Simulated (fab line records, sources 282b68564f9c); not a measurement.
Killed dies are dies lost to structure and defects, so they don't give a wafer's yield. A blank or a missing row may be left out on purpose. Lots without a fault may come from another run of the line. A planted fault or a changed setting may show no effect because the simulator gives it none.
Problem report in the 8D (eight disciplines) form, filled by code | flow rit_cmos | the parts of the form that need people (team, actions taken, sign-off) are left out

1. THE PROBLEM
exposure_dose_mJ_cm2 at RIT_ACTIVE_EXPOSE_08 reads a mean of 220.24 on 3 wafers of 1 lot; wafers without a fault read 225.01 with a standard deviation of 0.21. That is -23 standard deviations from the usual mean.
The step: exposes mask M1, target cd 1400 nm.
First seen on wafer L305.3, day 3 21:25, on iline_stepper-02. The record holds 15 wafers of 5 lots with a number at this step. Rule for "out", or "out of limits": more than 4 standard deviations from the usual mean. The other wafers with a number count as sound.

2. WHAT IT IS AND WHAT IT IS NOT
question                    | is                     | is not
which readings at this step | exposure_dose_mJ_cm2   | stage_vel_mm_s
which lots                  | L305                   | L295, L302, L304, L317
which wafers of those lots  | all that have a number | -
read on which tools         | iline_stepper-02       | iline_stepper-01
when                        | from day 3 21:25       | up to then (9 sound wafers); but 3 sound wafers of L317 came after

3. SUSPECTS, AND WHAT RULES EACH OUT
Counting: a tool at a process step up to the reading stays a suspect if it ran every lot that is out and no sound lot after the first of them.
- iline_stepper-02 at RIT_ACTIVE_EXPOSE_08 (exposes mask M1, target cd 1400 nm): kept. It ran the lot that is out, L305 (day 3 21:25), and no sound lot after that; its last sound lot up to then is L302 (day 3 06:10). Its own readings are out on those wafers: exposure_dose_mJ_cm2.
Left after counting: iline_stepper-02 at RIT_ACTIVE_EXPOSE_08.

4. THE CAUSE (what the simulator had put in)
Process parameter drift: iline_stepper-02, from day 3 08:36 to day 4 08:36, at RIT_ACTIVE_EXPOSE_08. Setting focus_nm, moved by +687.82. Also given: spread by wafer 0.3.
Counting left only this tool.

5. THE CHAIN OF EFFECTS, in route order
Each row: a reading whose mean over the struck wafers that have a number lies more than 3 standard deviations from the usual. Only readings for which the record gives a usual standard deviation are gone through. hours: the time from each lot's start at the first step in this table that gives one to its start at this step, as a median over the lots. sigmas: the change in usual standard deviations.
hours | step                 | reading              | usual  | on struck wafers | change | sigmas
0     | RIT_ACTIVE_EXPOSE_08 | exposure_dose_mJ_cm2 | 225.01 | 220.24           | -4.77  | -23
The process steps in it:
- RIT_ACTIVE_EXPOSE_08: exposes mask M1, target cd 1400 nm.

6. WHAT WOULD HAVE CAUGHT IT SOONER
In this record the first reading out of limits was taken at day 3 21:25, 13 hours after the fault began at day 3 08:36.
